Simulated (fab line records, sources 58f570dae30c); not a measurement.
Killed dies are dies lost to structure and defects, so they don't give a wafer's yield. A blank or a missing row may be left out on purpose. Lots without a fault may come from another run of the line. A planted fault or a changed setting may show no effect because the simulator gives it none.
One fault seen from 2 desks | flow berkeley_cmos170 | each desk has only its own numbers; what lay behind them comes last

THE TOOL OWNER'S DESK: implanter-04
The tool's own readings at UCB170_PWELL_IMPLANT_15: means of the sampled wafers that have a number, for each lot that ran on this tool. A lot is out of limits, marked OUT, if its mean lies more than 4 standard deviations from the usual mean; the brackets give that distance.
Columns: A = dose_ions_cm2 at UCB170_PWELL_IMPLANT_15, usual 5e+12; B = faraday_current_uA at UCB170_PWELL_IMPLANT_15, usual 15.8
lot  | first seen here | A               | B
L849 | day 3 15:19     | 5e+12           | 15.8
L852 | day 3 22:58     | 5e+12           | 15.8
L855 | day 4 21:59     | 5e+12           | 15.8
L857 | day 5 05:24     | 5e+12           | 15.5
L860 | day 5 16:07     | 4e+12 (-95) OUT | 14.1 (-5.4) OUT
L863 | day 6 11:25     | 4e+12 (-96) OUT | 13.9 (-5.9) OUT
This desk's finding: out of limits on L860, L863; first on L860, day 5 16:07 (dose_ions_cm2 at UCB170_PWELL_IMPLANT_15). In limits: L849, L852, L855, L857.

THE METROLOGY DESK
What the gauges read, lot by lot, whatever tool the lot ran on: means of the sampled wafers that have a number. A lot is out of limits, marked OUT, if its mean lies more than 4 standard deviations from the usual mean; the brackets give that distance.
Columns: A = PWELL_TW at UCB170_PWELL_TW_MEAS_17, usual 375.2; B = WELLDRIVE_OXIDE_THK at UCB170_WELLDRIVE_THK_MEAS_02, usual 200 nm
lot  | first seen here | A                | B
L849 | day 3 15:34     | 374.8            | 203
L850 | day 3 15:46     | 371.7            | 204
L852 | day 3 23:11     | 374.5            | 208
L851 | day 3 23:26     | 370.2            | 202
L853 | day 4 12:32     | 381.7            | 197
L855 | day 4 22:13     | 373.7            | 201
L856 | day 4 22:24     | 373.7            | 203
L857 | day 5 05:38     | 375.3            | 202
L860 | day 5 16:22     | 362.6 (-4.3) OUT | 200
L861 | day 5 16:38     | 371.6            | 201
L859 | day 5 16:48     | 375.6            | 198
L863 | day 6 11:40     | 363.7            | 203
L870 | day 7 16:28     | 372.9            | 196
L868 | day 7 16:44     | 378.2            | 198
This desk's finding: out of limits on L860; first on L860, day 5 16:22 (PWELL_TW at UCB170_PWELL_TW_MEAS_17). In limits: L849, L850, L852, L851, L853, L855, L856, L857, L861, L859, L863, L870, L868.

PUT TOGETHER
The tool owner's desk could have raised an alarm at day 5 16:07, on L860, L863.
The metrology desk could have raised an alarm at day 5 16:22, on L860.
The metrology desk has L863 on record, within its limits.
Of the lots named, all ran UCB170_PWELL_IMPLANT_15 on implanter-04.

WHAT THE SIMULATOR HAD PUT IN
Process parameter drift: implanter-04, from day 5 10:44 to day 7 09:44, at UCB170_PWELL_IMPLANT_15. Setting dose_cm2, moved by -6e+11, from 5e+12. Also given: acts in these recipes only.
Lots struck among those shown: L860, L863.
Hours from the fault's start to each desk's first reading out of limits: the tool owner's desk, 5; the metrology desk, 6.
